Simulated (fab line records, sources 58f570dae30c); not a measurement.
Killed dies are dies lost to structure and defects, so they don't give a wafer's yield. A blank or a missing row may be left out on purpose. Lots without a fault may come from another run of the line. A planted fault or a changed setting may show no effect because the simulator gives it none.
Which tool did it? | flow berkeley_cmos170 | 7 lots, 21 wafers sampled, at 1 step of a route of 331

WHAT THE GAUGES READ, wafer by wafer
UCB170_PWELL_OVL_MEAS_13.
lot  | measured    | on         | PWELL_OVL (nm)
L960 | day 4 04:50 | overlay-02 | -3 3 14
L966 | day 5 05:46 | overlay-02 | -1 4 -3
L968 | day 5 23:23 | overlay-02 | -3 0 5
L972 | day 6 10:31 | overlay-02 | -5 3 -7
L975 | day 7 01:17 | overlay-02 | -8 1 -3
L976 | day 7 11:39 | overlay-02 | -3 5 4
L979 | day 8 03:40 | overlay-02 | -1 -4 -6

WHICH TOOL RAN EACH LOT (tool, then ch and the chambers of the sampled wafers, then the start)
The record holds no process step before these readings.

THE ANSWER, worked out from the rows above alone
Rule: what is usual is taken from the lots themselves. Put in order of their means at a reading, lots are off if they are a third of the lots or fewer, leave a main group of 4 or more, and stand apart from it by a gap of 3 or more times the standard deviation of the main group's means; of several such gaps the widest counts. A main group whose means are all the same, to the digits that the tables above print for the reading, isn't used. A lot without any number at a reading at which 4 lots or more have one is off too. The other lots that the step has rows for count as sound.
No lot is off at any reading shown: from this, nothing can be told.

WHAT THE SIMULATOR HAD PUT IN
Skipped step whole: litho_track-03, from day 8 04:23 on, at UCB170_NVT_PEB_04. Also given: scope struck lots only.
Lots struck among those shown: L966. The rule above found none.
